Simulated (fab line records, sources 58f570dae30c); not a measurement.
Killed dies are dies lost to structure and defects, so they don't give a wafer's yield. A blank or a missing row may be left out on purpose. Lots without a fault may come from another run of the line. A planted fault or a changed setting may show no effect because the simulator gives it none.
Which tool did it? | flow berkeley_cmos170 | 14 lots, 42 wafers sampled, at 3 steps of a route of 331

WHAT THE GAUGES READ, wafer by wafer
UCB170_NWELL_THK_MEAS_02. Usual: NWELL_OXIDE_THK 26.4 nm, standard deviation 0.48.
lot  | measured    | on            | NWELL_OXIDE_THK (nm) | flag
L190 | day 2 06:51 | film_metro-03 | 26.7 27.1 27.1       |
L193 | day 2 20:39 | film_metro-04 | 26.3 26.9 26.3       |
L194 | day 2 20:40 | film_metro-03 | 26.9 26.8 26.9       |
L195 | day 3 13:58 | film_metro-03 | 26.7 26.3 26.6       |
L197 | day 3 21:18 | film_metro-03 | 26.7 26.1 26.5       |
L198 | day 3 21:19 | film_metro-02 | 25.5 26.1 25.9       |
L204 | day 5 02:19 | film_metro-03 | 26.7 26.3 27.6       |
L206 | day 5 12:35 | film_metro-03 | 25.8 26.1 25.7       |
L207 | day 6 00:50 | film_metro-04 | 27.2 26.3 27.0       |
L208 | day 6 00:50 | film_metro-02 | 26.9 26.5 27.1       |
L209 | day 6 09:05 | film_metro-04 | 26.1 26.1 26.5       |
L210 | day 6 09:05 | film_metro-03 | 26.3 25.7 26.2       |
L211 | day 6 16:11 | film_metro-03 | 26.1 26.5 26.6       |
L213 | day 6 22:29 | film_metro-04 | 27.2 27.4 27.2       |

UCB170_WELLDRIVE_THK_MEAS_02. Usual: WELLDRIVE_OXIDE_THK 200 nm, standard deviation 4.
lot  | measured    | on            | WELLDRIVE_OXIDE_THK (nm) | flag
L190 | day 4 00:54 | film_metro-01 | 204 201 200              |
L193 | day 4 15:16 | film_metro-04 | 205 202 204              |
L194 | day 4 15:16 | film_metro-03 | 202 200 199              |
L195 | day 5 14:11 | film_metro-04 | 199 199 199              |
L197 | day 5 21:29 | film_metro-01 | 254 257 253              | OFF
L198 | day 5 21:31 | film_metro-04 | 254 250 255              | OFF
L204 | day 7 08:55 | film_metro-01 | 200 201 199              |
L206 | day 7 08:55 | film_metro-04 | 200 193 198              |
L207 | day 7 22:22 | film_metro-04 | 205 202 201              |
L208 | day 7 22:22 | film_metro-03 | 213 208 209              |
L209 | day 8 05:45 | film_metro-03 | 206 199 204              |
L210 | day 8 05:41 | film_metro-03 | 205 207 204              |
L211 | day 8 05:41 | film_metro-01 | 203 201 200              |
L213 | day 8 16:28 | film_metro-04 | 190 192 189              |

WHICH TOOL RAN EACH LOT (tool, then ch and the chambers of the sampled wafers, then the start)
lot  | UCB170_WELLDRIVE_OXIDATION_01
L190 | furnace-02 ch 0, day 3 21:20
L193 | furnace-02 ch 0, day 4 11:46
L194 | furnace-02 ch 0, day 4 11:46
L195 | furnace-02 ch 0, day 5 10:40
L197 | furnace-02 ch 0, day 5 17:59
L198 | furnace-02 ch 0, day 5 17:59
L204 | furnace-04 ch 0, day 7 05:25
L206 | furnace-04 ch 0, day 7 05:25
L207 | furnace-04 ch 0, day 7 18:52
L208 | furnace-04 ch 0, day 7 18:52
L209 | furnace-04 ch 0, day 8 02:11
L210 | furnace-04 ch 0, day 8 02:11
L211 | furnace-04 ch 0, day 8 02:11
L213 | furnace-01 ch 0, day 8 12:57
- UCB170_WELLDRIVE_OXIDATION_01: target thk 199 nm, ox time 9000 s.

WHAT THE TOOLS THEMSELVES READ (means of the sampled wafers that have a number; where no wafer has one, the mark that the record gives instead)
UCB170_WELLDRIVE_OXIDATION_01. Usual: ox_temp_c 1100.0 C, standard deviation 0.47; spike_tc_load_C 1131.4 C, standard deviation 2.8; zone_power_load_pct 47.2 %, standard deviation 1.1.
lot  | tool       | ox_temp_c (C) | spike_tc_load_C (C) | zone_power_load_pct (%) | flag
L190 | furnace-02 | 1100.5        | 1129.7              | 48.5                    |
L193 | furnace-02 | 1100.1        | 1129.9              | 48.4                    |
L194 | furnace-02 | 1099.6        | 1129.3              | 48.5                    |
L195 | furnace-02 | 1100.0        | 1130.0              | 48.5                    |
L197 | furnace-02 | 1100.4        | 1131.1              | 48.7                    |
L198 | furnace-02 | 1100.1        | 1131.4              | 48.4                    |
L204 | furnace-04 | 1100.3        | 1132.7              | 46.3                    |
L206 | furnace-04 | 1099.8        | 1133.4              | 46.3                    |
L207 | furnace-04 | 1100.4        | 1132.7              | 46.4                    |
L208 | furnace-04 | 1100.0        | 1132.6              | 46.7                    |
L209 | furnace-04 | 1100.3        | 1133.7              | 47.4                    |
L210 | furnace-04 | 1100.5        | 1132.8              | 46.5                    |
L211 | furnace-04 | 1099.8        | 1132.9              | 46.3                    |
L213 | furnace-01 | 1100.4        | 1124.3              | 45.4                    |

THE ANSWER, worked out from the rows above alone
Rule: a lot is off if the mean of its wafers that have a number lies more than 3 standard deviations from the usual mean. A lot without any number at a reading at which 4 lots or more have one is off too. The other lots that the step has rows for count as sound. The gauges are gone through in route order, then the tools' own readings, and for those a lot's mean is taken as printed above. The first step at which some lot is off is used, and at that step the reading that is off furthest; a lot without a number counts as furthest.
Off: L197, L198, at UCB170_WELLDRIVE_THK_MEAS_02 (WELLDRIVE_OXIDE_THK).
A tool fits if, at a process step before that reading, it ran every lot that is off, and no sound lot after the first of them. The gauges at UCB170_WELLDRIVE_THK_MEAS_02 are tried like those tools. One fits: furnace-02 at UCB170_WELLDRIVE_OXIDATION_01. Its last sound lot is L195 (day 5 10:40), its first lot that is off L197 (day 5 17:59): a fault that began between those two fits.

WHAT THE SIMULATOR HAD PUT IN
Process parameter drift: furnace-02, from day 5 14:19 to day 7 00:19, at UCB170_WELLDRIVE_OXIDATION_01. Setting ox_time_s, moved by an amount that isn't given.
Lots struck among those shown: L197, L198. The rule above found the same.
